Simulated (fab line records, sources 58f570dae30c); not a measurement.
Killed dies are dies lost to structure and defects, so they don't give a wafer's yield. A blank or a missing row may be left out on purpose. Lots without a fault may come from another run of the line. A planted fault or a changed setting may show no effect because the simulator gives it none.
Which tool did it? | flow berkeley_cmos170 | 7 lots, 21 wafers sampled, at 1 step of a route of 331

WHAT THE GAUGES READ, wafer by wafer
UCB170_PWELL_OVL_MEAS_13.
lot  | measured    | on         | PWELL_OVL (nm)
L974 | day 3 12:59 | overlay-02 | 1 -3 -3
L975 | day 3 19:58 | overlay-02 | 0 -6 -2
L979 | day 4 13:54 | overlay-02 | 4 0 3
L981 | day 5 03:13 | overlay-02 | 1 8 -5
L985 | day 5 17:31 | overlay-01 | -9 0 -1
L986 | day 6 05:24 | overlay-01 | -4 -9 -4
L993 | day 7 10:02 | overlay-01 | 0 5 -4

WHICH TOOL RAN EACH LOT (tool, then ch and the chambers of the sampled wafers, then the start)
The record holds no process step before these readings.

THE ANSWER, worked out from the rows above alone
Rule: what is usual is taken from the lots themselves. Put in order of their means at a reading, lots are off if they are a third of the lots or fewer, leave a main group of 4 or more, and stand apart from it by a gap of 3 or more times the standard deviation of the main group's means; of several such gaps the widest counts. A main group whose means are all the same, to the digits that the tables above print for the reading, isn't used. A lot without any number at a reading at which 4 lots or more have one is off too. The other lots that the step has rows for count as sound.
No lot is off at any reading shown: from this, nothing can be told.

WHAT THE SIMULATOR HAD PUT IN
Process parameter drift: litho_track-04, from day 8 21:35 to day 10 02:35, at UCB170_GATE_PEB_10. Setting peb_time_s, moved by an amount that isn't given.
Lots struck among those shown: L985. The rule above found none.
